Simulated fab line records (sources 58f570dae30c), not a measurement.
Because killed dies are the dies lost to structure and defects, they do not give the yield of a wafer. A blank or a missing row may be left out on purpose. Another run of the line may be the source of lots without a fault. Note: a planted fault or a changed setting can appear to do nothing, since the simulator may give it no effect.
Comparing a struck lot with a sound one | flow berkeleyCmos170 | 36 steps out of a route of 331
Sound: these wafers, L847.2, L847.4, L847.6. Wafers struck: L841.1, L841.3, L841.5. The cause comes at the end.
For every step that has rows: the tool of each side, followed by ch and its chambers, followed by its first start. Under that, the readings that differ: sound wafers | struck wafers | difference of the means | sigmas: that difference in standard deviations of wafers without a fault.
alike: a reading whose means differ by less than 2 such deviations, as well as words and numbers matching on both sides. not compared: withheld readings; readings where some wafer has no value; bounds like >300 that might hide an equal value; numbers whose values overlap and for which the record gives no deviation.
The two part at a step that has a row with sigmas, a row that says differs or no value, or rows on one side only. Non-overlapping numbers with no deviation appear without sigmas and do not part them. A reading missing from all wafers of one side parts the sides only when that side holds two or more wafers.

UCB170_SPACER_CVD_00: deposits SiO2 from TEOS/O2, target thk 376 nm, time 47 s.
  sound on pecvd-01 ch 0,1,2, day 10 14:10; struck on pecvd-04 ch 0,1, day 9 10:40
  alike: heaterPowerW
UCB170_SPACER_THK_MEAS_01:
  sound on filmMetro-04 at day 10 14:13; struck on filmMetro-02 at day 9 10:43
  alike: SPACER_TEOS_THK
then, 1 step without rows for these wafers: UCB170_SPACER_ANNEAL_02 (time 1800 s).
UCB170_SPACER_ETCHBACK_03: etches SiO2 in CHF3/CF4/Ar, stops on Si, target depth 376 nm, time 100 s.
  sound on rieDiel-03 ch 0,1, day 10 17:40; struck on rieDiel-01 ch 1,2,3, day 9 14:22
  alike: drypumpMotorCurrentA, oesProductAu, throttleValvePct
  not compared: rfHoursCounterH
then, 6 steps without rows for these wafers: UCB170_PSD_HMDS_00 (prime time 60 s); UCB170_PSD_COAT_01 (resist thk 900 nm); UCB170_PSD_SOFTBAKE_02 (time 60 s); UCB170_PSD_EXPOSE_03 (exposes mask PSELECT MOD, target cd 1200 nm); UCB170_PSD_PEB_04; UCB170_PSD_DEVELOP_05 (develop time 45 s).
UCB170_PSD_CD_MEAS_06 targets a cd of 1200 nm.
  sound on cdSem-02 at day 10 18:43; struck on cdSem-02 at day 9 15:51
  alike: cdNm
UCB170_PSD_OVL_MEAS_07:
  sound on overlay-02 at day 10 18:50; struck on overlay-02 at day 9 15:58
  alike: PSD_OVL
UCB170_PSD_IMPLANT_08:
  struck on implanter-01, day 9 16:00; sound on implanter-01 ch 0, day 10 18:53
  no value came back on the struck wafers for beamEnergyKeV, beamOnS (s); on the sound wafers beamEnergyKeV reads 19.995 19.999 19.994
UCB170_PSD_STRIP_09: strips in O2.
  sound on plasmaAsher-02 ch 0,1, day 10 19:01; struck on plasmaAsher-03 ch 0,1, day 9 16:09
reading                  | sound             | struck            | difference | sigmas
oesProductAu (a.u.)      | 0.597 0.600 0.594 | 0.734 0.731 0.726 | +0.133     | +32
stripTimeToEndpointS (s) | 29.51 29.32 29.35 | 21.58 21.63 21.67 | -7.77      | -99 or more
  alike: drypumpMotorCurrentA
  not compared: rfHoursCounterH
UCB170_PSD_TW_MEAS_10:
  sound on filmMetro-03 at day 10 19:07; struck on filmMetro-04 at day 9 16:15
reading | sound          | struck   | difference | sigmas
PSD_TW  | 2292 2294 2299 | 30 30 30 | -2265      | -99 or more
then, 7 steps without rows for these wafers: UCB170_PSD_CLEAN_11 (cleans in SPM, time 600 s); UCB170_NSD_HMDS_00 (prime time 60 s); UCB170_NSD_COAT_01 (resist thk 900 nm); UCB170_NSD_SOFTBAKE_02 (time 60 s); UCB170_NSD_EXPOSE_03 (exposes mask NSELECT MOD, target cd 1200 nm); UCB170_NSD_PEB_04; UCB170_NSD_DEVELOP_05 (develop time 45 s).
UCB170_NSD_CD_MEAS_06 targets a cd of 1200 nm.
  sound on cdSem-01 at day 10 21:14; struck on cdSem-01 at day 9 18:16
  alike: cdNm
UCB170_NSD_OVL_MEAS_07:
  sound on overlay-01 at day 10 21:20; struck on overlay-02 at day 9 18:23
reading      | sound    | struck | difference | sigmas
NSD_OVL (nm) | -9 -4 -8 | 3 6 4  | +11        | +2
then, 2 steps without rows for these wafers: UCB170_NSD_IMPLANT_08; UCB170_NSD_STRIP_09 (strips in O2).
UCB170_NSD_TW_MEAS_10:
  sound on filmMetro-04 at day 10 21:38; struck on filmMetro-01 at day 9 18:40
  alike: NSD_TW
then, 4 steps without rows for these wafers: UCB170_NSD_CLEAN_11 (cleans in SPM, time 600 s); UCB170_BACKSIDE_HMDS_00 (prime time 60 s); UCB170_BACKSIDE_COAT_01 (resist thk 900 nm); UCB170_BACKSIDE_SOFTBAKE_02 (time 60 s).
UCB170_BACKSIDE_STRIP_03: strips in O2.
  sound on plasmaAsher-03 ch 0,1, day 10 22:19; struck on plasmaAsher-01 ch 0,1, day 9 19:33
  alike: drypumpMotorCurrentA, oesProductAu, stripTimeToEndpointS
  not compared: rfHoursCounterH
then, 1 step without rows for these wafers: UCB170_BACKSIDE_CLEAN_04 (cleans in SPM, time 600 s).
UCB170_SDANNEAL_RTA_00: time 10 s.
  sound on rtpAnneal-01 ch 0, day 10 22:35; struck on rtpAnneal-01 ch 0, day 9 19:49
  alike: lampPowerPct, wafer_temp_C_max
UCB170_SDANNEAL_RTA_01: time 5 s.
  sound on rtpAnneal-01 ch 0, day 10 22:40; struck on rtpAnneal-01 ch 0, day 9 19:53
  alike: lampPowerPct, wafer_temp_C_max
UCB170_SDANNEAL_RS_MEAS_02: the measuring method here is four-point-probe.
  sound on filmMetro-03 at day 10 22:44; struck on filmMetro-04 at day 9 19:57
reading         | sound          | struck            | difference | sigmas
PSD_RS (ohm/sq) | 75.3 75.3 75.5 | 132.8 132.9 132.8 | +57.5      | +99 or more

== WHERE THEY PART ==
First at UCB170_PSD_IMPLANT_08; last, within this record, at UCB170_SDANNEAL_RS_MEAS_02.

WHY: the cause the simulator had injected
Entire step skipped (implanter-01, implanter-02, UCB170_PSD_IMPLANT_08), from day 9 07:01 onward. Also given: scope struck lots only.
